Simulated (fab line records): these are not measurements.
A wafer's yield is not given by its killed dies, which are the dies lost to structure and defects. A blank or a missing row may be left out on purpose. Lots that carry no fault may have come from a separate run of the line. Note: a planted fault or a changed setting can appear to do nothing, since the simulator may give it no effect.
A struck lot beside a sound one | flow rit-cmos | 18 out of 202 route steps
Sound: the wafers L270.1, L270.3, L270.6. The struck wafers were L278.3, L278.5, L278.6. At the end, the cause is stated.
For every step that has rows: the tool of each side, followed by ch and its chambers, followed by its first start. Under that, the readings that differ: sound wafers | struck wafers | difference of the means | sigmas: that difference in standard deviations of wafers without a fault.
alike: same words and numbers on both sides, and readings whose means sit less than 2 such deviations apart. not compared: any withheld reading, any reading some wafer has no value for, any bound like >300 that may hide the same value, and any number with overlapping values for which the record gives no deviation.
The two part at a step that has a row with sigmas, a row that says differs or no value, or rows on one side only. Numbers that don't overlap but have no deviation are shown without sigmas and don't part them. Lack of a reading on every wafer of one side parts them only where that side has two or more wafers.

RIT_ACTIVE_BOW_MEAS_00:
  sound on film-metro-04, day 3 12:00; struck on film-metro-04, day 5 04:02
  alike: INCOMING_BOW
then, 1 step without rows for these wafers: RIT_ACTIVE_OXIDATION_01 (target thk 46.8 nm, ox time 3360 s).
RIT_ACTIVE_THK_MEAS_02:
  sound on film-metro-04, day 3 14:05; struck on film-metro-03, day 5 06:04
  alike: ACTIVE_OXIDE_THK
then, 1 step without rows for these wafers: RIT_ACTIVE_CVD_03 (deposits Si3N4 from SiH2Cl2/NH3, target thk 150 nm, time 1500 s).
RIT_ACTIVE_THK_MEAS_04:
  sound on film-metro-04, day 3 15:34; struck on film-metro-04, day 5 07:33
  alike: ACTIVE_NITRIDE_THK
then, 5 steps without rows for these wafers: RIT_ACTIVE_HMDS_05 (prime time 60 s); RIT_ACTIVE_COAT_06 (resist thk 1000 nm); RIT_ACTIVE_SOFTBAKE_07 (time 60 s); RIT_ACTIVE_EXPOSE_08 (exposes mask M1, target cd 1400 nm); RIT_ACTIVE_PEB_09.
RIT_ACTIVE_DEVELOP_10: develop time 50 s.
  sound on litho-track-03 ch 0, day 3 16:00; struck on litho-track-03 ch 0, day 5 08:00
then, 1 step without rows for these wafers: RIT_ACTIVE_HARDBAKE_12 (time 60 s).
RIT_ACTIVE_ETCH_13: etches Si3N4 in SF6, stops on SiO2, time 210 s, target depth 210 nm.
  sound on rie-diel-03 ch 2,3, day 3 16:52; struck on rie-diel-03 ch 1,2,3, day 5 08:43
  alike: drypump-motor-current-A, oes-product-au, rf-fwd-power-W, throttle-valve-pct
  not compared: rf-hours-counter-h
RIT_ACTIVE_STRIP_14: strips in O2, time 180 s.
  sound on plasma-asher-03 ch 1, day 3 17:00; struck on plasma-asher-01 ch 0,1, day 5 08:54
  reading                     | sound       | struck      | difference | sigmas
  drypump-motor-current-A (A) | 5.2 5.2 5.2 | 6.1 5.6 6.2 | +0.8       | +2
  not compared: rf-hours-counter-h
then, 3 steps without rows for these wafers: RIT_ACTIVE_CLEAN_15 (cleans in SC1, time 600 s); RIT_ACTIVE_CLEAN_16 (cleans in dHF, time 30 s); RIT_ACTIVE_CLEAN_17 (cleans in SC2, time 600 s).
RIT_M1_PROBE_99:
  sound on prober-02, day 5 15:23; struck on prober-02, day 7 08:34
  reading             | sound | struck      | difference | sigmas
  killed-at-front-end | 2 8 5 | 153 148 159 | +148       | +49
  killed-dies         | 2 8 5 | 153 148 159 | +148       | +49
  killed-on-rim       | 0 5 2 | 61 61 64    | +60        | +40
  alike: killed-at-contacts, killed-open, killed-short

## WHERE THEY PART
Earliest at RIT_ACTIVE_STRIP_14; latest, in this record, at RIT_M1_PROBE_99.

WHY: the cause the simulator had injected
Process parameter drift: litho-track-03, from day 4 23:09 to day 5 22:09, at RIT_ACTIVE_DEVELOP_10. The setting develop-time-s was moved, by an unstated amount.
